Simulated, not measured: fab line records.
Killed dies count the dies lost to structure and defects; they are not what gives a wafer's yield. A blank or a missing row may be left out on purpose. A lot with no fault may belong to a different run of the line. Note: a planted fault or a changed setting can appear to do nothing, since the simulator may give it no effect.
Which tool was responsible? :: flow berkeley cmos170 :: 7 lots, 21 wafers sampled, at 3 steps of a route of 331

WHAT THE GAUGES READ, wafer by wafer
UCB170_NLDD_OVL_MEAS_07.
lot: L873
measured: day 6 16:58
on: overlay-01
NLDD_OVL (nm): -4 11 3

lot: L877
measured: day 6 23:57
on: overlay-02
NLDD_OVL (nm): 11 14 15

lot: L875
measured: day 7 01:01
on: overlay-01
NLDD_OVL (nm): 12 10 8

lot: L881
measured: day 8 10:06
on: overlay-02
NLDD_OVL (nm): 3 7 4

lot: L891
measured: day 10 02:43
on: overlay-01
NLDD_OVL (nm): -4 -6 -1

lot: L892
measured: day 10 17:24
on: overlay-02
NLDD_OVL (nm): 2 10 6

lot: L895
measured: day 10 23:30
on: overlay-02
NLDD_OVL (nm): 5 2 10

TOOL THAT RAN EACH LOT (tool first, then ch and the chambers of the sampled wafers, then the start)
lot: L873
UCB170_ACTIVE_ETCH_15: rie diel-02 ch 2,3, day 4 15:11
UCB170_PLDD_CLEAN_12: wet bench-04 ch 0, day 6 15:29

lot: L877
UCB170_ACTIVE_ETCH_15: rie diel-04 ch 0,3, day 4 22:44
UCB170_PLDD_CLEAN_12: wet bench-04 ch 2, day 6 22:34

lot: L875
UCB170_ACTIVE_ETCH_15: rie diel-01 ch 0,1, day 4 23:17
UCB170_PLDD_CLEAN_12: wet bench-03 ch 3, day 6 23:50

lot: L881
UCB170_ACTIVE_ETCH_15: rie diel-02 ch 0,1,2, day 6 06:19
UCB170_PLDD_CLEAN_12: wet bench-03 ch 2, day 8 08:43

lot: L891
UCB170_ACTIVE_ETCH_15: rie diel-04 ch 1,2, day 8 01:23
UCB170_PLDD_CLEAN_12: wet bench-02 ch 2, day 10 01:07

lot: L892
UCB170_ACTIVE_ETCH_15: rie diel-02 ch 1,2, day 8 16:26
UCB170_PLDD_CLEAN_12: wet bench-04 ch 0, day 10 16:03

lot: L895
UCB170_ACTIVE_ETCH_15: rie diel-02 ch 0,2,3, day 9 00:22
UCB170_PLDD_CLEAN_12: wet bench-03 ch 0, day 10 22:17
- UCB170_ACTIVE_ETCH_15: etches Si3N4 in CH3F/Ar/O2, stops on SiO2, target depth 242 nm, time 151 s.
- UCB170_PLDD_CLEAN_12: cleans in SPM, time 600 s.

THE ANSWER, worked out from the rows above alone
Rule: usual is defined by the lots themselves. Put in order of their means at a reading, lots are off if they are a third of the lots or fewer, leave a main group of 4 or more, and stand apart from it by a gap of 3 or more times the standard deviation of the main group's means; of several such gaps the widest counts. The tables above print the reading to a certain number of digits; a main group whose means all agree to those digits is not used. A lot without any number at a reading at which 4 lots or more have one is off too. All remaining lots with rows at the step are treated as sound.
Nothing can be told from this: no lot is off at any reading shown.

WHAT HAD BEEN PUT IN BY THE SIMULATOR
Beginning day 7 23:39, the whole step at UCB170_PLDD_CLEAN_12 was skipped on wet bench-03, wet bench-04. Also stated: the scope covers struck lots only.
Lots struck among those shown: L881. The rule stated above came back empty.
